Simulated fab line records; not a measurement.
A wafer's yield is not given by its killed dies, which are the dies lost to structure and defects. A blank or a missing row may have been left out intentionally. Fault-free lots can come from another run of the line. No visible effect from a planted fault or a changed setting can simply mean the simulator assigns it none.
Problem report in the 8D (eight disciplines) form, filled by code	flow berkeley cmos170	the parts of the form that need people (team, actions taken, sign-off) are left out

1. PROBLEM STATEMENT
Wafers free of any fault read 2305 (standard deviation 12) for PSD_TW at UCB170_PSD_TW_MEAS_10, against a mean of 2733 on 6 wafers of 2 lots. Measured from the usual mean, that is +36 standard deviations.
The first sign was on wafer L596.2 at day 10 20:10, on film metro-01. The record holds 42 wafers of 14 lots with a number at this step. Rule for "out" (also "out of limits"): further than 4 standard deviations from the usual mean. Any other wafer with a number is counted as sound.

2. WHAT IT IS AND WHAT IT IS NOT
question	is	is not
which readings at this step	PSD_TW	-
which lots	L596, L601	L582, L583, L586, L587, L588, L590, L591, L593, L594, L597, L598, L600
which wafers of those lots	all that have a number	-
read on which gauges	film metro-01	film metro-02, film metro-03
when	from day 10 20:10	up to then (33 sound wafers); but 3 sound wafers of L600 came after

3. SUSPECTS, AND WHAT RULES EACH OUT
Counting: a tool at a process step up to the reading stays a suspect if it ran every lot that is out and no sound lot after the first of them.
- the gauge at UCB170_PSD_TW_MEAS_10 is ruled out. All the wafers that are out were read on film metro-01, but those of them that UCB170_PSD_IMPLANT_08 has rows for are out there too, on other tools.
- implanter-01 at UCB170_PSD_IMPLANT_08: kept. Every lot that is out went through it, starting with L596 (day 10 19:56), and after that it ran no sound lot; the last sound lot it ran before then is L594 (day 10 02:05). Its own readings are out on those wafers: dose ions cm2, end station pressure torr, faraday current uA.
After counting, what remains is implanter-01 at UCB170_PSD_IMPLANT_08.

4. THE CAUSE (what the simulator had put in)
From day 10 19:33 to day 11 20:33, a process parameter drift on implanter-01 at UCB170_PSD_IMPLANT_08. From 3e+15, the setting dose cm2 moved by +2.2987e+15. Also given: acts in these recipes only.
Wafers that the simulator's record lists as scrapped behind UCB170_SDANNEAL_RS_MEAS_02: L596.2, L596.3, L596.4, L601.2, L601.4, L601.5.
After counting, this tool was the only one left.

5. SEQUENCE OF EFFECTS, ordered by route
Each row: a reading whose mean over the struck wafers that have a number lies more than 3 standard deviations from the usual. Readings are gone through only where the record gives a usual standard deviation; hours: the median, over the lots, of the time from a lot's start at the first step in this table giving one to that lot's start at this step; sigmas: the change measured in usual standard deviations.
hours	step	reading	usual	on struck wafers	change	sigmas
0	UCB170_PSD_IMPLANT_08	beam on s	10.00 s	10.68	+0.68	+3.4
0	UCB170_PSD_IMPLANT_08	dose ions cm2	3e+15	5e+15	+2e+15	+99 or more
0	UCB170_PSD_IMPLANT_08	end station pressure torr	1.27e-05 Torr	1.74e-05	+4.73e-06	+7.1
0	UCB170_PSD_IMPLANT_08	faraday current uA	9257	15099	+5842	+32
0	UCB170_PSD_STRIP_09	oes product au	0.600 a.u.	0.532	-0.068	-16
0	UCB170_PSD_STRIP_09	strip time to endpoint s	29.39 s	36.06	+6.67	+99 or more
0	UCB170_PSD_TW_MEAS_10	PSD_TW	2305	2733	+428	+36
8	UCB170_SDANNEAL_RS_MEAS_02	PSD_RS	75.6 ohm/sq	55.3	-20.3	-60
The process steps in it:
- UCB170_PSD_IMPLANT_08
- UCB170_PSD_STRIP_09: strips in O2.

6. WHAT WOULD HAVE CAUGHT IT SOONER
In this record the first reading out of limits at a measuring or inspecting step was taken at day 10 20:10, 1 hour after the fault began at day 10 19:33.
Tool's own readings at UCB170_PSD_IMPLANT_08, dose ions cm2, end station pressure torr, faraday current uA: out on all struck wafers the step has rows for; an alarm limit on them would have tripped on the first.
L601, from the lots that are out (2), started UCB170_PSD_IMPLANT_08 on implanter-01 later than day 10 20:10. It would have been spared by a hold on the tool at that moment.
